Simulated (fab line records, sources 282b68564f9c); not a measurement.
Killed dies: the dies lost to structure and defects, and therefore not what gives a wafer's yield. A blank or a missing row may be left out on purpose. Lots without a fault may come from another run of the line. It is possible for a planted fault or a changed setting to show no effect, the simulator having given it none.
fab line records -- flow ritCmos
[record] lots = 14, wafers = 42, lastDay = 7
route steps=202 shown ACTIVE@12 PRETRO@66 REOX@98 NLDD@112 M1@202
lots that met no fault: from a run of the same line without faults
startH: hours from the record's opening day to when the first of the lot's shown wafers began -- waitH: time in hours since the lot's previous step -- " unchanged from the row above -- L1.1+2: a single row standing in for several wafers -- - value missing, or start not given -- * or withheld: withheld -- < > ~ a bound
route shown NAME@n: a module of which the file shows steps, and the number in the route of the first -- usual: average and standard deviation across the fault-free wafers -- same: alike in all rows -- chamber/n: place in a boat -- sites: the reading at each site -- _std_site: how widely they spread, as a standard deviation -- _edge_site: mean of outer sites minus mean of inner sites -- radiusMm: how far each site lies from the wafer's centre -- mask NAME#n: copy n -- behind: the last tool/chamber to shape the wafer -- hold: what put the lot on hold/how long, in hours/how the hold closed -- device: which transistor (n, p or np) failed to switch -- end of line: at the end of the route, the tests of the same wafers -- step lacking rows: just its recipe -- killed: count of dies lost to structure and defects at first sort (not the wafer's yield) -- map: shows each die of a wafer: x if killed, . if not, _ if none is there
set.NAME: setting as actually run; set.NAME@STEP: the setting as run at that earlier step -- model.NAME: the simulator's own value behind a step, which no gauge read
route steps across a sampled set of lots; one table per step, one row per wafer
services: when a tool's chamber went out of use (startH, in hours from the record's first day, below 0 if earlier), for how many hours, and the reason
[[steps]]
[step RIT_ACTIVE_CD_MEAS_11]
[recipe] targetCdNm = 1400
[usual] cdNm = 1399.9/2.2
lot.wafer,tool,chamber,startH,waitH,cdNm
L174.1,cdSem-01,-,17.26,-,1398.0
L174.3,cdSem-01,-,17.26,-,1397.5
L174.5,cdSem-01,-,17.26,-,1399.1
L175.3,cdSem-01,-,19.84,-,1399.5
L175.4,cdSem-01,-,19.84,-,1396.6
L175.5,cdSem-01,-,19.84,-,1399.4
L177.3,cdSem-02,-,29.84,-,1401.0
L177.4,cdSem-02,-,29.84,-,1399.1
L177.6,cdSem-02,-,29.84,-,1401.2
L178.1,cdSem-02,-,35.72,-,1399.5
L178.2,cdSem-02,-,35.72,-,1398.6
L178.6,cdSem-02,-,35.72,-,1398.7
L179.3,cdSem-02,-,40.34,-,1396.5
L179.4,cdSem-02,-,40.34,-,1395.5
L179.6,cdSem-02,-,40.34,-,1394.6
L182.3,cdSem-02,-,55.32,-,1401.0
L182.4,cdSem-02,-,55.32,-,1400.4
L182.5,cdSem-02,-,55.32,-,1399.6
L184.1,cdSem-01,-,65.76,-,1396.1
L184.5,cdSem-01,-,65.76,-,1396.8
L184.6,cdSem-01,-,65.76,-,1398.6
L185.2,cdSem-01,-,69.84,-,1399.5
L185.3,cdSem-01,-,69.84,-,1400.1
L185.4,cdSem-01,-,69.84,-,1401.7
L191.4,cdSem-02,-,101.23,-,1402.9
L191.5,cdSem-02,-,101.23,-,1402.8
L191.6,cdSem-02,-,101.23,-,1402.5
L192.1,cdSem-02,-,104.45,-,1395.5
L192.3,cdSem-02,-,104.45,-,1394.6
L192.5,cdSem-02,-,104.45,-,1396.6
L194.4,cdSem-01,-,116.12,-,1399.2
L194.5,cdSem-01,-,116.12,-,1399.7
L194.6,cdSem-01,-,116.12,-,1399.6
L195.1,cdSem-01,-,121.87,-,1398.2
L195.3,cdSem-01,-,121.87,-,1398.4
L195.4,cdSem-01,-,121.87,-,1398.1
L196.3,cdSem-02,-,124.48,-,1400.6
L196.5,cdSem-02,-,124.48,-,1403.4
L196.6,cdSem-02,-,124.48,-,1399.9
L197.3,cdSem-01,-,130.65,-,1401.9
L197.4,cdSem-01,-,130.65,-,1401.7
L197.5,cdSem-01,-,130.65,-,1404.3
[step RIT_PRETRO_SOFTBAKE_02]
[recipe] resist = NOVOLAK, tempC = 90, timeS = 62.37
[usual] plateSensorTCentreC = 90.970/0.011, plateSensorTEdgeC = 91.019/0.01
lot.wafer,tool,chamber,startH,waitH,plateSensorTCentreC,plateSensorTEdgeC
L174.1,lithoTrack-04,0,33.49,0.1,90.989,91.014
L174.3,lithoTrack-04,0,33.49,0.1,90.968,91.017
L174.5,lithoTrack-04,0,33.49,0.1,90.971,91.016
L175.3,lithoTrack-03,0,35.61,0.1,90.969,91.015
L175.4,lithoTrack-03,0,35.61,0.1,90.970,91.000
L175.5,lithoTrack-03,0,35.61,0.1,90.991,91.023
L177.3,lithoTrack-03,0,46.85,0.1,90.989,91.013
L177.4,lithoTrack-03,0,46.85,0.1,90.963,91.033
L177.6,lithoTrack-03,0,46.85,0.1,90.974,91.025
L178.1,lithoTrack-04,0,53.06,0.1,90.993,91.017
L178.2,lithoTrack-04,0,53.06,0.1,90.970,91.027
L178.6,lithoTrack-04,0,53.06,0.1,90.969,91.021
L179.3,lithoTrack-04,0,59.13,0.1,90.961,91.008
L179.4,lithoTrack-04,0,59.13,0.1,90.965,91.034
L179.6,lithoTrack-04,0,59.13,0.1,90.969,91.025
L182.3,lithoTrack-04,0,72.30,0.1,90.954,91.022
L182.4,lithoTrack-04,0,72.30,0.1,90.974,91.022
L182.5,lithoTrack-04,0,72.30,0.1,90.962,91.010
L184.1,lithoTrack-04,0,85.41,0.1,90.959,91.020
L184.5,lithoTrack-04,0,85.41,0.1,90.985,91.010
L184.6,lithoTrack-04,0,85.41,0.1,90.970,91.004
L185.2,lithoTrack-03,0,85.75,0.1,90.978,91.031
L185.3,lithoTrack-03,0,85.75,0.1,90.976,91.012
L185.4,lithoTrack-03,0,85.75,0.1,90.980,91.004
L191.4,lithoTrack-01,0,122.21,0.1,90.968,91.021
L191.5,lithoTrack-01,0,122.21,0.1,90.967,91.027
L191.6,lithoTrack-01,0,122.21,0.1,90.965,91.027
L192.1,lithoTrack-04,0,129.23,0.1,90.947,91.021
L192.3,lithoTrack-04,0,129.23,0.1,90.964,91.015
L192.5,lithoTrack-04,0,129.23,0.1,90.984,91.035
L194.4,lithoTrack-03,0,135.21,0.1,90.957,91.003
L194.5,lithoTrack-03,0,135.21,0.1,90.984,91.017
L194.6,lithoTrack-03,0,135.21,0.1,90.951,91.022
L195.1,lithoTrack-03,0,137.36,0.1,90.967,91.038
L195.3,lithoTrack-03,0,137.36,0.1,90.965,91.004
L195.4,lithoTrack-03,0,137.36,0.1,90.943,91.002
L196.3,lithoTrack-03,0,141.84,0.1,90.976,91.009
L196.5,lithoTrack-03,0,141.84,0.1,90.971,91.024
L196.6,lithoTrack-03,0,141.84,0.1,90.970,91.015
L197.3,lithoTrack-04,0,148.43,0.1,90.975,91.017
L197.4,lithoTrack-04,0,148.43,0.1,90.960,91.026
L197.5,lithoTrack-04,0,148.43,0.1,90.979,91.009
[step RIT_REOX_CLEAN_00]
[recipe] chemistry = SC1, mix = 3:3:50, timeS = 600, tempC = 75
[usual] bathHeatDutyPct = 15.2/2, runLengthS = 628/3.7
lot.wafer,tool,chamber,startH,waitH,bathHeatDutyPct,runLengthS
L174.1,wetBench-02,0,40.30,0.1,16.2,625
L174.3,wetBench-02,0,40.30,0.1,15.8,625
L174.5,wetBench-02,0,40.30,0.1,16.8,625
L175.3,wetBench-04,0,42.90,0.1,14.3,625
L175.4,wetBench-04,0,42.90,0.1,14.3,625
L175.5,wetBench-04,0,42.90,0.1,14.0,625
L177.3,wetBench-01,3,56.32,0.1,13.9,626
L177.4,wetBench-01,3,56.32,0.1,14.0,626
L177.6,wetBench-01,3,56.32,0.1,13.6,626
L178.1,wetBench-04,2,59.53,0.1,16.4,624
L178.2,wetBench-04,2,59.53,0.1,17.6,624
L178.6,wetBench-04,2,59.53,0.1,17.6,624
L179.3,wetBench-01,1,68.92,0.1,13.7,628
L179.4,wetBench-01,1,68.92,0.1,13.5,628
L179.6,wetBench-01,1,68.92,0.1,14.2,628
L182.3,wetBench-02,2,81.08,0.1,16.9,632
L182.4,wetBench-02,2,81.08,0.1,17.9,632
L182.5,wetBench-02,2,81.08,0.1,18.1,632
L184.1,wetBench-04,0,93.34,0.1,12.9,625
L184.5,wetBench-04,0,93.34,0.1,14.0,625
L184.6,wetBench-04,0,93.34,0.1,13.5,625
L185.2,wetBench-04,3,94.11,0.1,13.5,625
L185.3,wetBench-04,3,94.11,0.1,13.6,625
L185.4,wetBench-04,3,94.11,0.1,14.8,625
L191.4,wetBench-01,3,129.39,0.0,13.0,542
L191.5,wetBench-01,3,129.39,0.0,13.5,542
L191.6,wetBench-01,3,129.39,0.0,13.2,542
L192.1,wetBench-02,0,137.91,0.1,16.8,625
L192.3,wetBench-02,0,137.91,0.1,15.9,625
L192.5,wetBench-02,0,137.91,0.1,17.5,625
L194.4,wetBench-01,3,142.05,0.0,13.1,550
L194.5,wetBench-01,3,142.05,0.0,13.7,550
L194.6,wetBench-01,3,142.05,0.0,14.9,550
L195.1,wetBench-01,1,144.55,0.1,12.6,635
L195.3,wetBench-01,1,144.55,0.1,13.2,635
L195.4,wetBench-01,1,144.55,0.1,13.0,635
L196.3,wetBench-01,1,153.51,0.1,12.8,627
L196.5,wetBench-01,1,153.51,0.1,14.5,627
L196.6,wetBench-01,1,153.51,0.1,14.5,627
L197.3,wetBench-02,0,156.89,0.1,16.7,626
L197.4,wetBench-02,0,156.89,0.1,15.1,626
L197.5,wetBench-02,0,156.89,0.1,15.5,626
[step RIT_NLDD_STRIP_09]
[recipe] chemistry = O2, timeS = 180, resist = NOVOLAK, platenTempC = withheld, powerW = 500, pressureMtorr = 4000, o2FlowSccm = 4000
[usual] drypumpMotorCurrentA = 5.8/0.48, o2FlowSccm = 4000/12
lot.wafer,tool,chamber,startH,waitH,drypumpMotorCurrentA,o2FlowSccm,rfHoursCounterH
L174.1,plasmaAsher-02,1,44.64,0.1,6.6,4006,27
L174.3,plasmaAsher-02,1,44.64,0.1,6.6,4002,-
L174.5,plasmaAsher-02,1,44.64,0.1,6.6,3998,-
L175.3,plasmaAsher-01,0,47.37,0.1,5.7,4003,-
L175.4,plasmaAsher-01,1,47.37,0.1,5.7,4011,-
L175.5,plasmaAsher-01,0,47.37,0.1,5.7,4018,-
L177.3,plasmaAsher-01,1,61.61,0.1,5.7,4004,-
L177.4,plasmaAsher-01,0,61.61,0.1,5.7,4006,-
L177.6,plasmaAsher-01,0,61.61,0.1,5.7,3987,-
L178.1,plasmaAsher-04,0,64.11,0.1,5.6,3997,41
L178.2,plasmaAsher-04,1,64.11,0.1,5.3,4018,41
L178.6,plasmaAsher-04,0,64.11,0.1,5.6,3997,-
L179.3,plasmaAsher-02,1,73.74,0.1,6.7,3997,-
L179.4,plasmaAsher-02,0,73.74,0.1,5.5,3999,-
L179.6,plasmaAsher-02,0,73.74,0.1,5.5,3998,-
L182.3,plasmaAsher-04,0,86.84,0.1,5.7,3995,-
L182.4,plasmaAsher-04,1,86.84,0.1,5.3,4009,-
L182.5,plasmaAsher-04,0,86.84,0.1,5.7,4011,-
L184.1,plasmaAsher-04,0,98.09,0.1,5.7,4008,44
L184.5,plasmaAsher-04,0,98.09,0.1,5.6,3999,-
L184.6,plasmaAsher-04,1,98.09,0.1,5.3,4012,-
L185.2,plasmaAsher-04,1,99.72,0.1,5.3,4008,45
L185.3,plasmaAsher-04,0,99.72,0.1,5.7,3989,-
L185.4,plasmaAsher-04,1,99.72,0.1,5.2,3993,-
L191.4,plasmaAsher-02,1,133.61,0.1,6.6,3994,-
L191.5,plasmaAsher-02,1,133.61,0.1,6.7,3983,-
L191.6,plasmaAsher-02,0,133.61,0.1,5.6,4000,-
L192.1,plasmaAsher-02,0,142.55,0.1,5.5,3989,37
L192.3,plasmaAsher-02,0,142.55,0.1,5.5,4001,-
L192.5,plasmaAsher-02,1,142.55,0.1,6.6,3983,-
L194.4,plasmaAsher-04,1,146.47,0.1,5.3,3984,-
L194.5,plasmaAsher-04,0,146.47,0.1,5.6,4015,-
L194.6,plasmaAsher-04,1,146.47,0.1,5.3,3989,-
L195.1,plasmaAsher-01,1,149.91,0.1,5.7,4023,3
L195.3,plasmaAsher-01,1,149.91,0.1,5.7,3987,-
L195.4,plasmaAsher-01,0,149.91,0.1,5.7,3993,-
L196.3,plasmaAsher-04,0,157.86,0.1,5.6,3994,-
L196.5,plasmaAsher-04,0,157.86,0.1,5.7,3989,-
L196.6,plasmaAsher-04,1,157.86,0.1,5.3,4003,-
L197.3,plasmaAsher-02,0,161.77,0.1,5.5,3979,-
L197.4,plasmaAsher-02,1,161.77,0.1,6.6,4005,-
L197.5,plasmaAsher-02,1,161.77,0.1,6.6,4010,-
[step RIT_M1_PROBE_99]
[usual] killedAtContacts = 0.0/0.16, killedAtFrontEnd = 6.9/2.9, killedDies = 7.0/2.9, killedOpen = 3.4/2.1, killedShort = 3.5/1.8
[same] grossDies = 264, killed_at_M0_to_M3 = 0, killed_at_M4_up = 0, killedAtBackSide = 0, killedAtOther = 0
lot.wafer,tool,chamber,startH,waitH,killedAtContacts,killedAtFrontEnd,killedDies,killedOpen,killedShort
L174.1,prober-01,-,59.87,0.1,0,5,5,2,3
L174.3,prober-01,-,59.97,0.2,0,10,10,5,5
L174.5,prober-01,-,60.07,0.2,0,11,11,7,4
L175.3,prober-02,-,62.47,0.2,0,2,2,2,0
L175.4,prober-02,-,62.52,0.2,1,11,12,7,5
L175.5,prober-02,-,62.57,0.2,0,5,5,3,2
L177.3,prober-02,-,76.64,0.2,0,8,8,5,3
L177.4,prober-02,-,76.69,0.2,0,14,14,10,4
L177.6,prober-02,-,76.79,0.2,0,5,5,2,3
L178.1,prober-01,-,79.70,0.1,0,2,2,1,1
L178.2,prober-01,-,79.75,0.1,0,3,3,1,2
L178.6,prober-01,-,79.95,0.2,0,7,7,2,5
L179.3,prober-02,-,89.28,0.2,0,4,4,3,1
L179.4,prober-02,-,89.33,0.2,0,6,6,3,3
L179.6,prober-02,-,89.43,0.2,0,6,6,2,4
L182.3,prober-01,-,101.97,0.2,0,5,5,5,0
L182.4,prober-01,-,102.02,0.2,0,14,14,7,7
L182.5,prober-01,-,102.07,0.2,0,10,10,5,5
L184.1,prober-01,-,112.92,0.1,0,9,9,5,4
L184.5,prober-01,-,113.12,0.2,0,3,3,2,1
L184.6,prober-01,-,113.17,0.2,0,7,7,4,3
L185.2,prober-02,-,115.26,0.1,0,7,7,5,2
L185.3,prober-02,-,115.31,0.2,0,1,1,0,1
L185.4,prober-02,-,115.36,0.2,0,12,12,5,7
L191.4,prober-02,-,149.09,0.2,0,3,3,2,1
L191.5,prober-02,-,149.14,0.2,0,11,11,6,5
L191.6,prober-02,-,149.19,0.2,0,10,10,3,7
L192.1,prober-01,-,157.80,0.1,0,12,12,6,6
L192.3,prober-01,-,157.90,0.2,0,9,9,5,4
L192.5,prober-01,-,158.00,0.2,0,8,8,5,3
L194.4,prober-01,-,162.93,0.2,0,8,8,2,6
L194.5,prober-01,-,162.98,0.2,0,12,12,9,3
L194.6,prober-01,-,163.03,0.2,0,7,7,5,2
L195.1,prober-02,-,164.95,0.1,0,9,9,4,5
L195.3,prober-02,-,165.05,0.2,0,10,10,5,5
L195.4,prober-02,-,165.10,0.2,0,10,10,6,4
L196.3,prober-01,-,173.86,0.2,0,8,8,2,6
L196.5,prober-01,-,173.96,0.2,0,4,4,1,3
L196.6,prober-01,-,174.01,0.2,1,5,6,3,3
L197.3,prober-02,-,177.54,0.2,0,4,4,1,3
L197.4,prober-02,-,177.59,0.2,0,4,4,2,2
L197.5,prober-02,-,177.64,0.2,0,8,8,6,2
// killed by level:class
L174.1 GATE:geometricParticle:short=2 ACTIVE:geometricParticle:open=1 GATE:geometricParticle:open=1 SILICIDE:geometricParticle:short=1
L174.3 GATE:geometricParticle:short=3 FOX1:geometricParticle:open=2 FOX1:geometricParticle:short=1 FOX2:geometricParticle:open=1 GATE:geometricParticle:open=1 SPACER:geometricParticle:short=1 SILICIDE:geometricParticle:open=1
L174.5 GATE:geometricParticle:open=5 GATE:geometricParticle:short=2 ACTIVE:geometricParticle:open=1 FOX1:geometricParticle:open=1 FOX2:geometricParticle:short=1 REOX:geometricParticle:short=1
L175.3 GATE:geometricParticle:open=1 SPACER:geometricParticle:open=1
L175.4 GATE:geometricParticle:open=4 GATE:geometricParticle:short=3 FOX2:geometricParticle:open=1 REOX:geometricParticle:short=1 SPACER:geometricParticle:short=1 SPACER:geometricParticle:open=1 CONTACT:geometricParticle:open=1
L175.5 GATE:geometricParticle:short=2 FOX2:geometricParticle:open=1 SPACER:geometricParticle:open=1 SILICIDE:geometricParticle:open=1
L177.3 GATE:geometricParticle:open=3 REOX:geometricParticle:open=2 REOX:geometricParticle:short=2 GATE:geometricParticle:short=1
L177.4 GATE:geometricParticle:open=6 FOX1:geometricParticle:short=2 REOX:geometricParticle:open=2 FOX1:geometricParticle:open=1 REOX:geometricParticle:short=1 SPACER:geometricParticle:short=1 SPACER:geometricParticle:open=1
L177.6 FOX1:geometricParticle:short=1 GATE:geometricParticle:short=1 REOX:geometricParticle:open=1 SPACER:geometricParticle:short=1 SILICIDE:geometricParticle:open=1
L178.1 GATE:geometricParticle:short=1 SILICIDE:geometricParticle:open=1
L178.2 GATE:geometricParticle:open=1 REOX:geometricParticle:short=1 SILICIDE:geometricParticle:short=1
L178.6 REOX:geometricParticle:short=3 GATE:geometricParticle:short=2 ACTIVE:geometricParticle:open=1 REOX:geometricParticle:open=1
L179.3 REOX:geometricParticle:open=2 SPACER:geometricParticle:open=1 REOX:geometricParticle:short=1
L179.4 GATE:geometricParticle:open=3 GATE:geometricParticle:short=3
L179.6 SPACER:geometricParticle:short=2 FOX1:geometricParticle:short=1 GATE:geometricParticle:short=1 REOX:geometricParticle:open=1 SPACER:geometricParticle:open=1
L182.3 GATE:geometricParticle:open=3 FOX1:geometricParticle:open=1 SPACER:geometricParticle:open=1
L182.4 GATE:geometricParticle:open=5 GATE:geometricParticle:short=5 SILICIDE:geometricParticle:open=2 FOX1:geometricParticle:short=1 SILICIDE:geometricParticle:short=1
L182.5 GATE:geometricParticle:open=5 GATE:geometricParticle:short=4 FOX1:geometricParticle:short=1
L184.1 GATE:geometricParticle:open=4 GATE:geometricParticle:short=4 REOX:geometricParticle:open=1
L184.5 FOX1:geometricParticle:open=1 FOX2:geometricParticle:short=1 SILICIDE:geometricParticle:open=1
L184.6 GATE:geometricParticle:open=2 FOX2:geometricParticle:open=1 FOX2:geometricParticle:short=1 GATE:geometricParticle:short=1 SPACER:geometricParticle:short=1 SILICIDE:geometricParticle:open=1
L185.2 SPACER:geometricParticle:open=3 GATE:geometricParticle:open=1 GATE:geometricParticle:short=1 SILICIDE:geometricParticle:open=1 STARTING-WAFER:geometricParticle:short=1
L185.3 SILICIDE:geometricParticle:short=1
L185.4 GATE:geometricParticle:open=5 GATE:geometricParticle:short=4 SPACER:geometricParticle:short=2 REOX:geometricParticle:short=1
L191.4 GATE:geometricParticle:open=1 GATE:geometricParticle:short=1 REOX:geometricParticle:open=1
L191.5 GATE:geometricParticle:short=4 REOX:geometricParticle:open=3 FOX1:geometricParticle:open=2 GATE:geometricParticle:open=1 SPACER:geometricParticle:short=1
L191.6 GATE:geometricParticle:short=4 FOX2:geometricParticle:short=2 FOX1:geometricParticle:open=1 GATE:geometricParticle:open=1 REOX:geometricParticle:short=1 SPACER:geometricParticle:open=1
L192.1 SPACER:geometricParticle:open=5 SPACER:geometricParticle:short=4 GATE:geometricParticle:short=1 GATE:geometricParticle:open=1 SILICIDE:geometricParticle:short=1
L192.3 FOX1:geometricParticle:open=2 GATE:geometricParticle:short=2 GATE:geometricParticle:open=2 SILICIDE:geometricParticle:short=2 SPACER:geometricParticle:open=1
L192.5 GATE:geometricParticle:open=2 FOX1:geometricParticle:short=1 FOX1:geometricParticle:open=1 GATE:geometricParticle:short=1 SPACER:geometricParticle:short=1 SPACER:geometricParticle:open=1 SILICIDE:geometricParticle:open=1
L194.4 FOX1:geometricParticle:short=2 FOX2:geometricParticle:short=1 REOX:geometricParticle:short=1 REOX:geometricParticle:open=1 SPACER:geometricParticle:short=1 SILICIDE:geometricParticle:open=1 SILICIDE:geometricParticle:short=1
L194.5 GATE:geometricParticle:open=3 FOX2:geometricParticle:open=2 SPACER:geometricParticle:open=2 SILICIDE:geometricParticle:short=2 FOX1:geometricParticle:open=1 FOX1:geometricParticle:short=1 SILICIDE:geometricParticle:open=1
L194.6 FOX1:geometricParticle:open=1 GATE:geometricParticle:short=1 GATE:geometricParticle:open=1 REOX:geometricParticle:open=1 REOX:geometricParticle:short=1 SPACER:geometricParticle:open=1 SILICIDE:geometricParticle:open=1
L195.1 FOX1:geometricParticle:short=4 FOX1:geometricParticle:open=2 GATE:geometricParticle:open=1 REOX:geometricParticle:short=1 SILICIDE:geometricParticle:open=1
L195.3 GATE:geometricParticle:short=3 REOX:geometricParticle:open=3 FOX1:geometricParticle:open=1 FOX1:geometricParticle:short=1 FOX2:geometricParticle:open=1 SPACER:geometricParticle:short=1
L195.4 GATE:geometricParticle:open=3 GATE:geometricParticle:short=2 FOX1:geometricParticle:open=1 FOX1:geometricParticle:short=1 REOX:geometricParticle:open=1 SPACER:geometricParticle:short=1 SILICIDE:geometricParticle:open=1
L196.3 FOX1:geometricParticle:short=2 FOX1:geometricParticle:open=1 FOX2:geometricParticle:short=1 FOX2:geometricParticle:open=1 GATE:geometricParticle:short=1 REOX:geometricParticle:short=1 SPACER:geometricParticle:short=1
L196.5 FOX1:geometricParticle:short=2 FOX2:geometricParticle:short=1 FOX2:geometricParticle:open=1
L196.6 GATE:geometricParticle:open=2 GATE:geometricParticle:short=2 FOX2:geometricParticle:open=1 CONTACT:geometricParticle:short=1
L197.3 FOX2:geometricParticle:short=1 GATE:geometricParticle:short=1 GATE:geometricParticle:open=1 REOX:geometricParticle:short=1
L197.4 GATE:geometricParticle:open=2 SPACER:geometricParticle:short=2
L197.5 FOX2:geometricParticle:open=2 GATE:geometricParticle:open=2 REOX:geometricParticle:open=2 GATE:geometricParticle:short=1 SILICIDE:geometricParticle:short=1
[[services]]
tool,chamber,startH,hours,kind
plasmaAsher-04,-,37.92,1.1,repair
plasmaAsher-01,-,108.75,9.0,pm
plasmaAsher-01,0,108.75,9.0,ventCycle
plasmaAsher-01,1,108.75,9.0,ventCycle
plasmaAsher-01,0,117.75,-,clean
plasmaAsher-01,1,117.75,-,clean
plasmaAsher-04,-,143.32,2.8,pm
[[key]]
[firstSign] step = RIT_REOX_CLEAN_00, reading = runLengthS, direction = down, sigmas = 22, usual = *, struck = *
effect none on later readings
metAt RIT_REOX_CLEAN_00
struckLots L191,L194
struckWafers L191.4,L191.5,L191.6,L194.4,L194.5,L194.6
testerLeftOut L191,L194
notActingAt RIT_ACTIVE_CD_MEAS_11,RIT_PRETRO_SOFTBAKE_02,RIT_NLDD_STRIP_09
onsetBetween 56.32 129.39
[fault] kind = processParameterDrift, tool = wetBench-01, chamber = 3, onsetH = 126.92, steps = RIT_REOX_CLEAN_00, channel = timeS, offset = *, shape = step, endH = 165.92, actsIn = *, stated = *
// testerLeftOut: of these lots the tester's yield and bins aren't shown, on N5 and GAA mostly nor the transistor test; their killed dies are dies lost to structure and defects alone, not to doping, threshold or leakage, so they don't give the yield
